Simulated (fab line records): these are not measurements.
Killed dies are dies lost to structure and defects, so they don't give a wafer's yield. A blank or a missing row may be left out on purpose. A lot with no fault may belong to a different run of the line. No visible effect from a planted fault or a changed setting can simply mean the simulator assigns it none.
Split-lot trial    flow berkeley cmos170    on a route of 331 steps: 5 lots, 23 wafers read

== SPLIT DETAILS ==
At UCB170_FIELD_OXIDATION_01 (target thk 558.3 nm, ox time 7200 s), the setting ox time s was moved away from the recipe's 7200 s on 20 of the 23 wafers read, by -14.6% to +14.6%. All remaining wafers had this setting at the recipe value.

== FROM THE SPLIT TO THE READING: what the file shows between them, 10 steps ==
- UCB170_FIELD_THK_MEAS_02
- UCB170_FIELD_ANNEAL_03: time 1200 s
- UCB170_FIELD_WET_ETCH_04: etches SiO2 in dHF, time 60 s
- UCB170_FIELD_WET_ETCH_05: etches Si3N4 in H3PO4, time 12600 s
- UCB170_FIELD_WET_ETCH_06: etches SiO2 in BOE, time 22 s
- UCB170_FIELD_THK_MEAS_90
- UCB170_PVT_IMPLANT_07 (also split here: dose cm2)
- UCB170_PVT_STRIP_08: strips in O2
- UCB170_PVT_TW_MEAS_09
- UCB170_GATE_WET_ETCH_00: etches SiO2 in dHF, time 200 s

== THE READING ==
At UCB170_FIELD_THK_MEAS_91: FIELD_OXIDE_LEFT_2_THK, given in nm. On this fab line, fault-free wafers typically give 355 nm with a standard deviation of 9.2 nm.

wafer   tool, chamber at the split  ox time s as run, s  against the recipe  FIELD_OXIDE_LEFT_2_THK, nm  against lot-mates on the recipe
L078.1  -, -                        6592                 -8.4%               314                         no lot-mate on the recipe
L078.2  -, -                        6592                 -8.4%               322                         no lot-mate on the recipe
L078.4  -, -                        6592                 -8.4%               319                         no lot-mate on the recipe
L078.5  -, -                        6592                 -8.4%               323                         no lot-mate on the recipe
L078.6  -, -                        6592                 -8.4%               311                         no lot-mate on the recipe
L080.1  -, -                        8249                 +14.6%              395                         no lot-mate on the recipe
L080.2  -, -                        8249                 +14.6%              388                         no lot-mate on the recipe
L080.4  -, -                        8249                 +14.6%              399                         no lot-mate on the recipe
L080.5  -, -                        8249                 +14.6%              403                         no lot-mate on the recipe
L080.6  -, -                        8249                 +14.6%              396                         no lot-mate on the recipe
L083.1  -, -                        6148                 -14.6%              292                         no lot-mate on the recipe
L083.2  -, -                        6148                 -14.6%              294                         no lot-mate on the recipe
L083.3  -, -                        6148                 -14.6%              304                         no lot-mate on the recipe
L083.4  -, -                        6148                 -14.6%              304                         no lot-mate on the recipe
L083.5  -, -                        6148                 -14.6%              298                         no lot-mate on the recipe
L082.1  -, -                        8050                 +11.8%              404                         no lot-mate on the recipe
L082.2  -, -                        8050                 +11.8%              393                         no lot-mate on the recipe
L082.3  -, -                        8050                 +11.8%              408                         no lot-mate on the recipe
L082.4  -, -                        8050                 +11.8%              401                         no lot-mate on the recipe
L082.6  -, -                        8050                 +11.8%              392                         no lot-mate on the recipe
L085.1  furnace-04, 0               7200                 recipe              343                         -
L085.3  furnace-04, 0               7200                 recipe              345                         -
L085.5  furnace-04, 0               7200                 recipe              347                         -

FIT RESULTS
A straight line over all 23 wafers: FIELD_OXIDE_LEFT_2_THK changes by +3.59 nm for each +1% of ox time s; r = +0.99; the points scatter about the line by 7.2 nm.
Too few moved wafers have a lot-mate on the recipe to fit a line with each lot's own level taken away.

== THE WHOLE CHAIN: every reading that the file lists as answering this split, in the file's order ==
step                      what it does  reading                 change (the file's fit)            r (the file's)
UCB170_FIELD_THK_MEAS_90                FIELD_OXIDE_LEFT_1_THK  +3.38 for each +1% of the setting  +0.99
UCB170_FIELD_THK_MEAS_91                FIELD_OXIDE_LEFT_2_THK  +3.59 for each +1% of the setting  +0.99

== THE FILE'S OWN FIT ==
FIELD_OXIDE_LEFT_2_THK changes by +3.59 nm for each +1% of ox time s, r = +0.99.
